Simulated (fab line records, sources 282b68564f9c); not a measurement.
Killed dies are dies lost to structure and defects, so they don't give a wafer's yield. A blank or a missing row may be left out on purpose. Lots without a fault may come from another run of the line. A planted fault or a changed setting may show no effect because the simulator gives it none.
Which tool did it? | flow rit_cmos | 7 lots, 21 wafers sampled, at 1 step of a route of 202

WHAT THE GAUGES READ, wafer by wafer
RIT_NRETRO_TW_MEAS_10.
lot  | measured    | on            | NRETRO_TW
L886 | day 2 19:56 | film_metro-04 | 1045 1040 1044
L888 | day 3 06:49 | film_metro-01 | 1043 1044 1041
L896 | day 5 00:26 | film_metro-03 | 1041 1044 1039
L899 | day 5 13:40 | film_metro-03 | 1037 1038 1037
L902 | day 6 02:17 | film_metro-04 | 1037 1042 1043
L904 | day 6 13:08 | film_metro-03 | 1041 1041 1037
L906 | day 6 23:52 | film_metro-01 | 1043 1041 1042

WHICH TOOL RAN EACH LOT (tool, then ch and the chambers of the sampled wafers, then the start)
The record holds no process step before these readings.

THE ANSWER, worked out from the rows above alone
Rule: what is usual is taken from the lots themselves. Put in order of their means at a reading, lots are off if they are a third of the lots or fewer, leave a main group of 4 or more, and stand apart from it by a gap of 3 or more times the standard deviation of the main group's means; of several such gaps the widest counts. A main group whose means are all the same, to the digits that the tables above print for the reading, isn't used. A lot without any number at a reading at which 4 lots or more have one is off too. The other lots that the step has rows for count as sound.
No lot is off at any reading shown: from this, nothing can be told.

WHAT THE SIMULATOR HAD PUT IN
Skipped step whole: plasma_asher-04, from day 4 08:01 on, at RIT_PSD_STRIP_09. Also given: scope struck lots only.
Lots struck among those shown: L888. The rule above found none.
